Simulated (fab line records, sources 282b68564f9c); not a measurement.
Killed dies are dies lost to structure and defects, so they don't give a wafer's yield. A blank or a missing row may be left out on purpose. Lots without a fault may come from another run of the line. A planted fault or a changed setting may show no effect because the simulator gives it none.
Which tool did it? | flow rit_cmos | 7 lots, 21 wafers sampled, at 2 steps of a route of 202

WHAT THE GAUGES READ, wafer by wafer
RIT_M1_CD_MEAS_09: target cd 2600 nm.
lot  | measured    | on        | cd_nm (nm)
L505 | day 3 15:47 | cd_sem-02 | 2599.8 2599.4 2598.1
L507 | day 3 21:59 | cd_sem-02 | 2596.6 2596.2 2597.1
L509 | day 4 11:40 | cd_sem-01 | 2599.4 2600.0 2597.5
L511 | day 4 23:41 | cd_sem-01 | 2601.2 2601.6 2603.7
L513 | day 5 10:43 | cd_sem-02 | 2599.5 2599.5 2598.8
L515 | day 5 18:34 | cd_sem-02 | 2604.8 2601.3 2602.1
L527 | day 8 05:53 | cd_sem-02 | 2583.1 2585.7 2584.3

WHICH TOOL RAN EACH LOT (tool, then ch and the chambers of the sampled wafers, then the start)
lot  | RIT_M1_DEVELOP_08
L505 | litho_track-02 ch 0, day 3 15:00
L507 | litho_track-03 ch 0, day 3 21:00
L509 | litho_track-04 ch 0, day 4 11:00
L511 | litho_track-04 ch 0, day 4 23:00
L513 | litho_track-04 ch 0, day 5 10:00
L515 | litho_track-04 ch 0, day 5 18:00
L527 | litho_track-02 ch 0, day 8 05:00
- RIT_M1_DEVELOP_08: develop time 68 s.

THE ANSWER, worked out from the rows above alone
Rule: what is usual is taken from the lots themselves. Put in order of their means at a reading, lots are off if they are a third of the lots or fewer, leave a main group of 4 or more, and stand apart from it by a gap of 3 or more times the standard deviation of the main group's means; of several such gaps the widest counts. A main group whose means are all the same, to the digits that the tables above print for the reading, isn't used. A lot without any number at a reading at which 4 lots or more have one is off too. The other lots that the step has rows for count as sound.
Off: L527, at RIT_M1_CD_MEAS_09 (cd_nm). The main group: mean 2599.8 nm, standard deviation 2.1.
A tool fits if, at a process step before that reading, it ran every lot that is off, and no sound lot after the first of them. The gauges at RIT_M1_CD_MEAS_09 are tried like those tools. Can't be told from this: 2 tools fit, litho_track-02 at RIT_M1_DEVELOP_08, cd_sem-02 at RIT_M1_CD_MEAS_09.

WHAT THE SIMULATOR HAD PUT IN
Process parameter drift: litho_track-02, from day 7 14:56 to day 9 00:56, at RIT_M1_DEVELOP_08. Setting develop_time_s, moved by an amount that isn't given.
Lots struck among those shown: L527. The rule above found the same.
